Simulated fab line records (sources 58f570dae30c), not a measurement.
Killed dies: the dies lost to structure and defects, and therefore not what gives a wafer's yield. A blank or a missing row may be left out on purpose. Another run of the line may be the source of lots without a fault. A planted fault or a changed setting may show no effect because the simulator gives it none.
fab line records | flow berkeley_cmos170
record lots=15 | wafers=45 | last_day=12
route steps=331 shown PWELL@44 ACTIVE@63 FIELD@126 GATE@138
lots that met no fault: from a run of the same line without faults
start_h: hours from the record's first day to the start of the lot's first wafer shown | wait_h: hours elapsed since this lot's preceding step | " unchanged from the row above | L1.1+2: a row that stands for several wafers | - value missing, or start not given | * or withheld: withheld | < > ~ a bound
route shown NAME@n: names a module that has steps shown in the file, with the first one's number in the route | usual: the fault-free wafers' mean and standard deviation | same: alike in all rows | chamber/n: place in a boat | sites: per-site readings | _std_site: the values' standard deviation | _edge_site: mean of outer sites minus mean of inner sites | radius_mm: for every site, how far away it sits from the centre of the wafer | mask NAME#n: copy n | behind: the most recent tool/chamber to have shaped the wafer | hold: reason for holding the lot/hours on hold/outcome of the hold | device: whichever transistor did not switch (one of n, p or np) | end of line: at the end of the route, the tests of the same wafers | a step given without rows: its recipe and nothing more | killed: dies lost to structure and defects at the first sort, not the wafer's yield | map: the dies of a wafer, with x for killed, . for not killed, _ for no die there
set.NAME: the setting the step ran with; set.NAME@STEP: the setting that earlier step ran with | model.NAME: the simulator's own value behind a step, which no gauge read
the route's steps for a sample of lots (tables are steps, rows are wafers)
services: when a tool's chamber went out of use (start_h, in hours from the record's first day, below 0 if earlier), for how many hours, and the reason
## steps
# step UCB170_PWELL_EXPOSE_10
# recipe mask_id=PWELL | target_cd_nm=3000 | na=0.5 | sigma_outer=0.6 | source_shape=conventional | dose_mj=18.81
# usual exposure_dose_mJ_cm2=18.813/0.018 | focus_offset_nm=-0.1/0.44
lot.wafer | tool           | chamber | start_h | wait_h | mask    | exposure_dose_mJ_cm2 | focus_offset_nm
L311.2    | krf_scanner-01 | 0       | 66.11   | 0.3    | PWELL#0 | 18.818               | 0.0
L311.3    | "              | 0       | "       | "      | PWELL#0 | 18.800               | 0.1
L311.4    | "              | 0       | "       | "      | PWELL#0 | 18.820               | 0.2
L313.2    | krf_scanner-02 | 0       | 66.35   | 0.4    | PWELL#0 | 18.818               | 0.9
L313.3    | "              | 0       | "       | "      | PWELL#0 | 18.821               | -0.3
L313.5    | "              | 0       | "       | "      | PWELL#0 | 18.822               | 0.1
L314.3    | krf_scanner-01 | 0       | 76.26   | 0.1    | PWELL#0 | 18.787               | -0.6
L314.5    | "              | 0       | "       | "      | PWELL#0 | 18.803               | 0.3
L314.6    | "              | 0       | "       | "      | PWELL#0 | 18.814               | 0.1
L315.3    | krf_scanner-02 | 0       | 82.14   | 0.2    | PWELL#0 | 18.829               | 0.7
L315.4    | "              | 0       | "       | "      | PWELL#0 | 18.804               | -0.6
L315.6    | "              | 0       | "       | "      | PWELL#0 | 18.779               | -0.2
L316.2    | krf_scanner-02 | 0       | 87.99   | 0.1    | PWELL#0 | 18.820               | 0.1
L316.4    | "              | 0       | "       | "      | PWELL#0 | 18.818               | -0.7
L316.6    | "              | 0       | "       | "      | PWELL#0 | 18.829               | -0.2
L317.2    | krf_scanner-01 | 0       | 98.68   | 0.2    | PWELL#0 | 18.814               | 0.2
L317.4    | "              | 0       | "       | "      | PWELL#0 | 18.820               | -0.7
L317.5    | "              | 0       | "       | "      | PWELL#0 | 18.826               | -0.1
L318.2    | krf_scanner-02 | 0       | 102.74  | 0.2    | PWELL#0 | 18.848               | 0.0
L318.4    | "              | 0       | "       | "      | PWELL#0 | 18.830               | -0.3
L318.5    | "              | 0       | "       | "      | PWELL#0 | 18.834               | 0.3
L319.4    | krf_scanner-01 | 0       | 103.02  | 0.4    | PWELL#0 | 18.821               | -0.5
L319.5    | "              | 0       | "       | "      | PWELL#0 | 18.791               | -0.3
L319.6    | "              | 0       | "       | "      | PWELL#0 | 18.811               | -0.1
L321.1    | krf_scanner-01 | 0       | 118.33  | 0.1    | PWELL#0 | 18.823               | -0.1
L321.4    | "              | 0       | "       | "      | PWELL#0 | 18.820               | 0.0
L321.5    | "              | 0       | "       | "      | PWELL#0 | 18.836               | 0.1
L322.1    | krf_scanner-02 | -       | 124.28  | 0.2    | PWELL#0 | -                    | -
L322.4    | "              | -       | "       | "      | PWELL#0 | -                    | -
L322.5    | "              | -       | "       | "      | PWELL#0 | -                    | -
L324.2    | krf_scanner-01 | -       | 131.14  | 0.2    | PWELL#0 | -                    | -
L324.5    | "              | -       | "       | "      | PWELL#0 | -                    | -
L324.6    | "              | -       | "       | "      | PWELL#0 | -                    | -
L323.1    | krf_scanner-02 | -       | 131.37  | 0.5    | PWELL#0 | -                    | -
L323.3    | "              | -       | "       | "      | PWELL#0 | -                    | -
L323.5    | "              | -       | "       | "      | PWELL#0 | -                    | -
L329.2    | krf_scanner-02 | 0       | 158.48  | 0.1    | PWELL#0 | 18.828               | -0.4
L329.4    | "              | 0       | "       | "      | PWELL#0 | 18.810               | -0.7
L329.5    | "              | 0       | "       | "      | PWELL#0 | 18.771               | -0.1
L330.1    | krf_scanner-01 | 0       | 163.74  | 0.2    | PWELL#0 | 18.803               | -0.8
L330.4    | "              | 0       | "       | "      | PWELL#0 | 18.791               | -0.5
L330.6    | "              | 0       | "       | "      | PWELL#0 | 18.785               | -1.0
L331.2    | krf_scanner-01 | 0       | 169.02  | 0.2    | PWELL#0 | 18.785               | -0.3
L331.4    | "              | 0       | "       | "      | PWELL#0 | 18.810               | -0.6
L331.5    | "              | 0       | "       | "      | PWELL#0 | 18.796               | 0.4
# step UCB170_ACTIVE_THK_MEAS_03
# recipe reads=SiO2_of_ACTIVE_OXIDATION_02
# usual ACTIVE_OXIDE_THK=26.5/0.45
lot.wafer | tool          | chamber | start_h | wait_h | ACTIVE_OXIDE_THK[nm]
L311.2    | film_metro-02 | -       | 89.72   | 0.0    | 26.0
L311.3    | "             | -       | "       | "      | 26.0
L311.4    | "             | -       | "       | "      | 25.9
L313.2    | film_metro-04 | -       | 89.72   | 0.0    | 26.0
L313.3    | "             | -       | "       | "      | 26.2
L313.5    | "             | -       | "       | "      | 26.2
L314.3    | film_metro-04 | -       | 102.67  | 0.0    | 26.8
L314.5    | "             | -       | "       | "      | 27.1
L314.6    | "             | -       | "       | "      | 27.1
L315.3    | film_metro-04 | -       | 105.86  | 0.0    | 26.9
L315.4    | "             | -       | "       | "      | 27.4
L315.6    | "             | -       | "       | "      | 26.8
L316.2    | film_metro-04 | -       | 111.76  | 0.0    | 25.9
L316.4    | "             | -       | "       | "      | 26.2
L316.6    | "             | -       | "       | "      | 26.0
L317.2    | film_metro-01 | -       | 122.08  | 0.0    | 26.8
L317.4    | "             | -       | "       | "      | 26.4
L317.5    | "             | -       | "       | "      | 26.5
L318.2    | film_metro-02 | -       | 127.66  | 0.0    | 26.5
L318.4    | "             | -       | "       | "      | 26.0
L318.5    | "             | -       | "       | "      | 26.1
L319.4    | film_metro-04 | -       | 127.68  | 0.0    | 26.4
L319.5    | "             | -       | "       | "      | 26.8
L319.6    | "             | -       | "       | "      | 26.3
L321.1    | film_metro-04 | -       | 141.86  | 0.0    | 26.6
L321.4    | "             | -       | "       | "      | 26.3
L321.5    | "             | -       | "       | "      | 26.1
L330.1    | film_metro-02 | -       | 182.10  | 0.0    | 27.2
L330.4    | "             | -       | "       | "      | 27.3
L330.6    | "             | -       | "       | "      | 27.0
L329.2    | film_metro-04 | -       | 182.11  | 0.0    | 26.6
L329.4    | "             | -       | "       | "      | 27.0
L329.5    | "             | -       | "       | "      | 26.6
L331.2    | film_metro-01 | -       | 190.48  | 0.0    | 27.2
L331.4    | "             | -       | "       | "      | 27.1
L331.5    | "             | -       | "       | "      | 27.3
# step UCB170_FIELD_THK_MEAS_91
# recipe reads=SiO2_of_FIELD_OXIDATION_01
# usual FIELD_OXIDE_LEFT_2_THK=339/8.8
lot.wafer | tool          | chamber | start_h | wait_h | FIELD_OXIDE_LEFT_2_THK[nm]
L311.2    | film_metro-04 | -       | 136.08  | 0.0    | 335
L311.3    | "             | -       | "       | "      | 333
L311.4    | "             | -       | "       | "      | 332
L313.2    | film_metro-03 | -       | 136.36  | 0.0    | 337
L313.3    | "             | -       | "       | "      | 336
L313.5    | "             | -       | "       | "      | 340
L314.3    | film_metro-04 | -       | 148.92  | 0.0    | 335
L314.5    | "             | -       | "       | "      | 330
L314.6    | "             | -       | "       | "      | 326
L315.3    | film_metro-01 | -       | 153.55  | 0.0    | 335
L315.4    | "             | -       | "       | "      | 332
L315.6    | "             | -       | "       | "      | 333
L316.2    | film_metro-03 | -       | 164.00  | 0.0    | 345
L316.4    | "             | -       | "       | "      | 347
L316.6    | "             | -       | "       | "      | 341
L317.2    | film_metro-01 | -       | 164.26  | 0.0    | 341
L317.4    | "             | -       | "       | "      | 341
L317.5    | "             | -       | "       | "      | 350
L318.2    | film_metro-03 | -       | 175.09  | 0.0    | 335
L318.4    | "             | -       | "       | "      | 338
L318.5    | "             | -       | "       | "      | 336
L319.4    | film_metro-01 | -       | 175.40  | 0.0    | 336
L319.5    | "             | -       | "       | "      | 331
L319.6    | "             | -       | "       | "      | 336
L321.1    | film_metro-04 | -       | 187.90  | 0.0    | 332
L321.4    | "             | -       | "       | "      | 324
L321.5    | "             | -       | "       | "      | 332
L330.1    | film_metro-03 | -       | 228.85  | 0.0    | 340
L330.4    | "             | -       | "       | "      | 341
L330.6    | "             | -       | "       | "      | 341
L329.2    | film_metro-03 | -       | 229.18  | 0.0    | 347
L329.4    | "             | -       | "       | "      | 353
L329.5    | "             | -       | "       | "      | 344
L331.2    | film_metro-04 | -       | 232.59  | 0.0    | 356
L331.4    | "             | -       | "       | "      | 353
L331.5    | "             | -       | "       | "      | 363
# step UCB170_GATE_CD_MEAS_12
# recipe target_cd_nm=350
# usual cd_nm=349.8/1.7
lot.wafer | tool      | chamber | start_h | wait_h | cd_nm
L311.2    | cd_sem-01 | -       | 148.78  | -      | 349.8
L311.3    | "         | -       | "       | "      | 348.8
L311.4    | "         | -       | "       | "      | 349.0
L313.2    | cd_sem-01 | -       | 149.06  | -      | 346.7
L313.3    | "         | -       | "       | "      | 348.0
L313.5    | "         | -       | "       | "      | 347.7
L314.3    | cd_sem-01 | -       | 160.49  | -      | 349.0
L314.5    | "         | -       | "       | "      | 346.4
L314.6    | "         | -       | "       | "      | 347.1
L315.3    | cd_sem-01 | -       | 165.29  | -      | 349.6
L315.4    | "         | -       | "       | "      | 350.8
L315.6    | "         | -       | "       | "      | 350.9
L317.2    | cd_sem-02 | -       | 174.68  | -      | 349.8
L317.4    | "         | -       | "       | "      | 351.9
L317.5    | "         | -       | "       | "      | 350.8
L316.2    | cd_sem-02 | -       | 175.07  | -      | 352.0
L316.4    | "         | -       | "       | "      | 352.4
L316.6    | "         | -       | "       | "      | 353.7
L319.4    | cd_sem-02 | -       | 188.92  | -      | 350.3
L319.5    | "         | -       | "       | "      | 351.8
L319.6    | "         | -       | "       | "      | 352.6
L318.2    | cd_sem-02 | -       | 189.15  | -      | 349.2
L318.4    | "         | -       | "       | "      | 348.9
L318.5    | "         | -       | "       | "      | 348.2
L321.1    | cd_sem-01 | -       | 199.84  | -      | 347.6
L321.4    | "         | -       | "       | "      | 348.2
L321.5    | "         | -       | "       | "      | 346.9
L330.1    | cd_sem-01 | -       | 243.19  | -      | 349.5
L330.4    | "         | -       | "       | "      | 348.7
L330.6    | "         | -       | "       | "      | 349.7
L329.2    | cd_sem-01 | -       | 243.47  | -      | 350.5
L329.4    | "         | -       | "       | "      | 350.6
L329.5    | "         | -       | "       | "      | 350.3
L331.2    | cd_sem-02 | -       | 249.78  | -      | 348.0
L331.4    | "         | -       | "       | "      | 348.3
L331.5    | "         | -       | "       | "      | 349.1
## services
tool           | chamber | start_h | hours | kind
krf_scanner-02 | -       | 58.52   | 0.7   | repair
krf_scanner-02 | -       | 62.99   | 1.0   | pm
krf_scanner-02 | -       | 106.63  | 0.3   | repair
krf_scanner-01 | -       | 125.96  | 0.8   | pm
krf_scanner-01 | -       | 140.99  | 1.3   | repair
krf_scanner-01 | -       | 158.84  | 1.0   | pm
krf_scanner-02 | -       | 168.06  | 1.3   | pm
## key
first_sign step=UCB170_PWELL_EXPOSE_10 | reading=tool_record | direction=missing
effect none on later readings
met_at UCB170_PWELL_EXPOSE_10
struck_lots L322,L323,L324
later_rows_left_out L322.1,L322.4,L322.5,L323.1,L323.3,L323.5,L324.2,L324.5,L324.6
sort_left_out L322.1,L322.4,L322.5,L323.1,L323.3,L323.5,L324.2,L324.5,L324.6
tester_left_out L322,L323,L324
not_acting_at UCB170_ACTIVE_THK_MEAS_03,UCB170_FIELD_THK_MEAS_91,UCB170_GATE_CD_MEAS_12
onset_between 118.33 124.28
fault kind=skipped_step_whole | tool=krf_scanner-01,krf_scanner-02 | chamber=- | onset_h=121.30 | steps=UCB170_PWELL_EXPOSE_10 | scope=struck_lots_only
# tester_left_out: of these lots the tester's yield and bins aren't shown, on N5 and GAA mostly nor the transistor test; their killed dies are dies lost to structure and defects alone, not to doping, threshold or leakage, so they don't give the yield
# sort_left_out: the simulated sort isn't trusted on such a fault, so these wafers' sort isn't shown, and their yield isn't known
# later_rows_left_out: the simulator's readings of these wafers behind a module that went badly wrong aren't trusted and aren't shown, but for the sort
